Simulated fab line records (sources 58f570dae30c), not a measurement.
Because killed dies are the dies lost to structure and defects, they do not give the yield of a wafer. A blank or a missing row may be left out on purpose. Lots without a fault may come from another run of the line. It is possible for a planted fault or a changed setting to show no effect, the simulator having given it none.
Matching of chambers | flow berkeleyCmos170 | UCB170_CONTACT_ETCH_17 on rieDiel-02 has 4 sister chambers
The step etches BARC in N2/H2. 4 wafers are shown with their chamber, then 7 later ones without.

## WAFERS PAIRED WITH THEIR CHAMBERS
wafer  | chamber | throttleValvePct (%)
L205.2 | 2       | 13.20
L205.4 | 0       | 13.40
L203.1 | 1       | 12.97
L203.2 | 3       | 13.57

## WAFERS WITH NO CHAMBER GIVEN
wafer  | throttleValvePct (%)
L203.5 | 13.56
L207.4 | 13.39
L207.5 | 13.40
L207.6 | 12.98
L209.1 | 12.97
L209.2 | 13.57
L209.5 | 13.40

## THE CHAMBER EACH PASSED THROUGH
wafer  | from the rows above | in truth
L203.5 | 3                   | 3
L207.4 | 0                   | 0
L207.5 | 0                   | 0
L207.6 | 1                   | 1
L209.1 | 1                   | 1
L209.2 | 3                   | 3
L209.5 | 0                   | 0
7 of 7 placed correctly. From these rows, 0 cannot be placed. 0 placed wrongly.
How it was worked out, from the rows above alone: a wafer's distance from a chamber is the root of the sum, over the readings, of the square of ((its reading less the chamber's mean) divided by the reading's scatter). If the next closest chamber is less than 2 further off than the closest, the wafer can't be placed; otherwise it belongs to the closest. The mean given for a chamber averages the wafers shown for that chamber. The scatter: root of mean squared gap, hidden wafer to nearest shown wafer, with one shown wafer a chamber.
